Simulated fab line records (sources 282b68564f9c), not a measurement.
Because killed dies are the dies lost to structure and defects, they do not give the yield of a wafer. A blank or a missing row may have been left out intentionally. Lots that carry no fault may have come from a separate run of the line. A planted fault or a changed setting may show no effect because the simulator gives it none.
Chamber matching | flow rit_cmos | rie_si-02 running RIT_GATE_ETCH_19: 4 sister chambers
The step etches poly-Si in SF6/CHF3/O2, stops on SiO2, time 168.1 s, target depth 312.5 nm. 18 wafers are shown with their chamber, then 9 later ones without.

== WAFERS, EACH WITH ITS CHAMBER ==
wafer  | chamber | throttle_valve_pct (%) | drypump_motor_current_A (A) | he_backside_leak_sccm (sccm)
L439.1 | 1       | 10.46                  | 5.4                         | 2.3
L439.3 | 0       | 10.39                  | 5.1                         | 2.9
L439.6 | 3       | 10.03                  | 5.9                         | 2.4
L441.2 | 2       | 10.17                  | 6.1                         | 2.8
L441.5 | 3       | 10.02                  | 5.8                         | 2.5
L441.6 | 2       | 10.17                  | 6.2                         | 2.9
L443.1 | 2       | 10.18                  | 6.1                         | 2.8
L443.5 | 1       | 10.47                  | 5.4                         | 2.2
L443.6 | 0       | 10.42                  | 5.1                         | 3.0
L445.1 | 1       | 10.47                  | 5.4                         | 2.4
L445.3 | 0       | 10.41                  | 5.1                         | 3.0
L445.5 | 3       | 10.02                  | 5.8                         | 2.5
L455.2 | 3       | 10.03                  | 5.8                         | 2.4
L455.5 | 3       | 10.03                  | 5.9                         | 2.5
L455.6 | 2       | 10.18                  | 6.1                         | 3.0
L457.2 | 1       | 10.49                  | 5.4                         | 2.5
L457.5 | 2       | 10.18                  | 6.1                         | 2.7
L457.6 | 3       | 10.03                  | 5.9                         | 2.5

SIGNATURES (averages over the wafers above)
reading                 | chamber 0 | chamber 1 | chamber 2 | chamber 3 | scatter within a chamber
throttle_valve_pct      | 10.4067   | 10.4725   | 10.1760   | 10.0267   | 0.00924
drypump_motor_current_A | 5.100     | 5.400     | 6.120     | 5.850     | 0.0405
he_backside_leak_sccm   | 2.967     | 2.350     | 2.840     | 2.467     | 0.0934
Rule: distance of a wafer from a chamber = root of the sum over the readings of ((wafer's reading minus chamber's mean) / reading's scatter) squared. If the next closest chamber is less than 2 further off than the closest, the wafer can't be placed; otherwise it belongs to the closest. The scatter: the root of (the sum of the squares of (reading less its chamber's mean) over the shown wafers, divided by (wafers less chambers)).

== WAFERS WHOSE CHAMBER IS MISSING ==
wafer  | throttle_valve_pct (%) | drypump_motor_current_A (A) | he_backside_leak_sccm (sccm)
L459.3 | 10.48                  | 5.4                         | 2.4
L459.4 | 10.16                  | 6.1                         | 2.7
L459.6 | 10.04                  | 5.9                         | 2.5
L460.2 | 10.47                  | 5.4                         | 2.5
L460.3 | 10.16                  | 6.1                         | 2.7
L460.4 | 10.02                  | 5.9                         | 2.4
L462.1 | 10.40                  | 5.1                         | 3.0
L462.4 | 10.04                  | 5.9                         | 2.4
L462.6 | 10.41                  | 5.1                         | 2.9

== EACH ONE'S CHAMBER ==
wafer  | from the rows above | in truth
L459.3 | 1                   | 1
L459.4 | 2                   | 2
L459.6 | 3                   | 3
L460.2 | 1                   | 1
L460.3 | 2                   | 2
L460.4 | 3                   | 3
L462.1 | 0                   | 0
L462.4 | 3                   | 3
L462.6 | 0                   | 0
Correct placement for 9 of the 9. From these rows, 0 cannot be placed. 0 placed wrongly.
